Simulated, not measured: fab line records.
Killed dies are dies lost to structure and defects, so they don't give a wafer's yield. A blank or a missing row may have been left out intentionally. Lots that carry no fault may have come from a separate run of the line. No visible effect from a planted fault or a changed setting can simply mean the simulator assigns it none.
Which tool was responsible?    flow rit cmos    7 lots, 21 wafers sampled, at 4 steps of a route of 202

## WHAT EACH GAUGE READ, for each wafer
RIT_SPACER_THK_MEAS_04.
lot   measured     on             SPACER_NITRIDE_THK (nm)
L488  day 3 04:04  film metro-03  250.2 252.6 251.5
L493  day 4 06:00  film metro-04  286.6 285.0 287.5
L495  day 4 15:58  film metro-03  286.2 285.3 286.2
L501  day 5 22:42  film metro-01  248.2 247.5 249.1
L505  day 6 21:08  film metro-04  249.5 248.9 252.3
L508  day 7 09:25  film metro-04  251.9 252.1 252.1
L510  day 7 18:47  film metro-03  247.0 244.7 248.3

## TOOL THAT RAN EACH LOT (tool first, then ch and the chambers of the sampled wafers, then the start)
lot   RIT_ACTIVE_ETCH_13                 RIT_ACTIVE_STRIP_14                  RIT_SPACER_CVD_03
L488  rie diel-04 ch 0,1,3, day 1 19:43  plasma asher-04 ch 0,1, day 1 19:50  lpcvd-01 ch 1, day 3 02:08
L493  rie diel-03 ch 0,2,3, day 2 20:43  plasma asher-01 ch 0,1, day 2 20:54  lpcvd-01 ch 1, day 4 03:06
L495  rie diel-04 ch 1,2,3, day 3 06:50  plasma asher-04 ch 0,1, day 3 06:58  lpcvd-01 ch 0, day 4 14:02
L501  rie diel-03 ch 0,1,2, day 4 12:50  plasma asher-01 ch 0,1, day 4 12:58  lpcvd-02 ch 1, day 5 20:46
L505  rie diel-04 ch 1,2,3, day 5 11:20  plasma asher-02 ch 0,1, day 5 11:28  lpcvd-02 ch 1, day 6 19:13
L508  rie diel-04 ch 0,1,2, day 6 00:21  plasma asher-04 ch 0,1, day 6 00:32  lpcvd-02 ch 0, day 7 06:31
L510  rie diel-02 ch 1,2, day 6 09:43    plasma asher-02 ch 0,1, day 6 09:50  lpcvd-02 ch 0, day 7 15:54
- RIT_ACTIVE_ETCH_13: etches Si3N4 in SF6, stops on SiO2, time 210 s, target depth 210 nm.
- RIT_ACTIVE_STRIP_14: strips in O2, time 180 s.
- RIT_SPACER_CVD_03: deposits Si3N4 from SiH2Cl2/NH3, target thk 250 nm, time 3300 s.

## THE ANSWER, worked out from the rows above alone
Rule: what is usual is taken from the lots themselves. Put in order of their means at a reading, lots are off if they are a third of the lots or fewer, leave a main group of 4 or more, and stand apart from it by a gap of 3 or more times the standard deviation of the main group's means; of several such gaps the widest counts. A main group is skipped when, at the precision printed for the reading in the tables above, its means are all equal. A lot without any number at a reading at which 4 lots or more have one is off too. All remaining lots with rows at the step are treated as sound.
Off: at RIT_SPACER_THK_MEAS_04 (SPACER_NITRIDE_THK), L493, L495. For the main group the mean is 249.7 nm and the standard deviation 2.
A tool fits if, at a process step before that reading, it ran every lot that is off, and no sound lot after the first of them. Gauges at RIT_SPACER_THK_MEAS_04: tried the same way as those tools. One candidate fits, namely lpcvd-01 at RIT_SPACER_CVD_03. Its last sound lot is L488 (day 3 02:08), its first lot that is off L493 (day 4 03:06): a fault that began between those two fits.

## WHAT THE SIMULATOR HAD INSERTED
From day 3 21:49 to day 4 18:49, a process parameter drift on lpcvd-01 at RIT_SPACER_CVD_03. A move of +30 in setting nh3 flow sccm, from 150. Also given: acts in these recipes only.
Shown lots that were struck: L493, L495. The rule above reached the same finding.
